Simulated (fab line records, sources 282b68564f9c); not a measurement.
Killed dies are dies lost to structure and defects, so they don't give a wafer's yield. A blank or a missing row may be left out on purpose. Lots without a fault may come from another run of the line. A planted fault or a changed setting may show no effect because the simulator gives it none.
A struck lot beside a sound one | flow rit_cmos | 21 steps out of a route of 202
Sound: wafers L778.1, L778.4, L778.6. Struck: wafers L787.2, L787.3, L787.5. The cause comes at the end.
At each step with rows: each side's tool, then ch and its chambers, then its first start. Under that, the readings that differ: sound wafers | struck wafers | difference of the means | sigmas: that difference in standard deviations of wafers without a fault.
alike: readings whose means differ by less than 2 such deviations, and words and numbers that are the same on both sides. not compared: withheld readings, readings that some wafer has no value for, bounds like >300 that may hide the same value, and numbers for which the record gives no deviation and whose values overlap.
The two part at a step that has a row with sigmas, a row that says differs or no value, or rows on one side only. Numbers that don't overlap but have no deviation are shown without sigmas and don't part them. A reading that every wafer of one side lacks parts them only if that side has two wafers or more.

first, 2 steps without rows for these wafers: RIT_NSD_HARDBAKE_07 (time 60 s); RIT_NSD_IMPLANT_08.
RIT_NSD_STRIP_09: strips in O2, time 180 s.
  sound on plasma_asher-04 ch 0,1, day 3 22:25; struck on plasma_asher-04 ch 0,1, day 5 17:25
  alike: drypump_motor_current_A
  not compared: rf_hours_counter_h
RIT_NSD_TW_MEAS_10:
  sound on film_metro-04, day 3 22:35; struck on film_metro-04, day 5 17:36
  alike: NSD_TW
then, 6 steps without rows for these wafers: RIT_PSD_HMDS_00 (prime time 60 s); RIT_PSD_COAT_01 (resist thk 1000 nm); RIT_PSD_SOFTBAKE_02 (time 60 s); RIT_PSD_EXPOSE_03 (exposes mask M10, target cd 40900 nm); RIT_PSD_PEB_04; RIT_PSD_DEVELOP_05 (develop time 51.19 s).
RIT_PSD_OVL_MEAS_06:
  sound on overlay-02, day 3 23:30; struck on overlay-02, day 5 18:31
  alike: PSD_OVL
then, 1 step without rows for these wafers: RIT_PSD_HARDBAKE_07 (time 60 s).
RIT_PSD_IMPLANT_08:
  sound on implanter-04 ch 0, day 3 23:41; struck on implanter-04 ch 0, day 5 18:43
  reading                          | sound                         | struck                        | difference | sigmas
  beam_on_s (s)                    | 13.7 13.4 13.5                | 24.9 25.3 26.2                | +11.9      | +28
  dose_ions_cm2                    | 4.989e+15 4.995e+15 4.987e+15 | 9.499e+15 9.498e+15 9.498e+15 | +4.508e+15 | +99 or more
  end_station_pressure_torr (Torr) | 1.46e-05 1.39e-05 1.3e-05     | 1.1e-05 1.18e-05 1.16e-05     | -2.4e-06   | -3
  alike: faraday_current_uA
RIT_PSD_STRIP_09: strips in O2, time 180 s.
  sound on plasma_asher-03 ch 0, day 3 23:50; struck on plasma_asher-03 ch 0,1, day 5 18:50
  alike: drypump_motor_current_A
  not compared: rf_hours_counter_h
RIT_PSD_TW_MEAS_10:
  sound on film_metro-04, day 4 00:01; struck on film_metro-02, day 5 19:15
  reading | sound          | struck         | difference | sigmas
  PSD_TW  | 3447 3430 3457 | 3568 3550 3558 | +114       | +4
  not compared: hold
then, 2 steps without rows for these wafers: RIT_SDANNEAL_CLEAN_01 (cleans in dHF, time 30 s); RIT_SDANNEAL_CLEAN_02 (cleans in SC2, time 600 s).
RIT_SDANNEAL_RTA_03: time 5 s.
  sound on rtp_anneal-02 ch 0, day 4 00:26; struck on rtp_anneal-01 ch 0, day 5 22:34
  alike: ramp_up_c_per_s, wafer_temp_C_max
RIT_SDANNEAL_RS_MEAS_04: measures by four-point-probe.
  sound on film_metro-02, day 4 00:29; struck on film_metro-04, day 5 22:55
  reading         | sound                | struck               | difference | sigmas
  PSD_RS (ohm/sq) | 115.91 115.65 115.52 | 107.40 107.97 107.63 | -8.03      | -29
  not compared: hold
RIT_SDANNEAL_RS_MEAS_05: measures by four-point-probe.
  sound on film_metro-02, day 4 00:37; struck on film_metro-04, day 6 02:23
  reading | sound | struck                                                                     | difference                   | sigmas
  hold    | - - - | await_dispo/3.2h/release await_dispo/3.2h/release await_dispo/3.2h/release | no value on the sound wafers |
  alike: NSD_RS
RIT_M1_PROBE_99:
  sound on prober-02, day 4 07:49; struck on prober-01, day 6 09:32
  alike: killed_at_contacts, killed_at_front_end, killed_dies, killed_open, killed_short

WHERE THEY PART
First at RIT_PSD_IMPLANT_08; last, within this record, at RIT_SDANNEAL_RS_MEAS_05. Later steps at which nothing parts them and some readings are alike: RIT_M1_PROBE_99.

WHY: what the simulator had put in
Process parameter drift: implanter-04, from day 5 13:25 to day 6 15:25, at RIT_PSD_IMPLANT_08. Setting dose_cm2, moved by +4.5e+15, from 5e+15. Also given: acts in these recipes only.
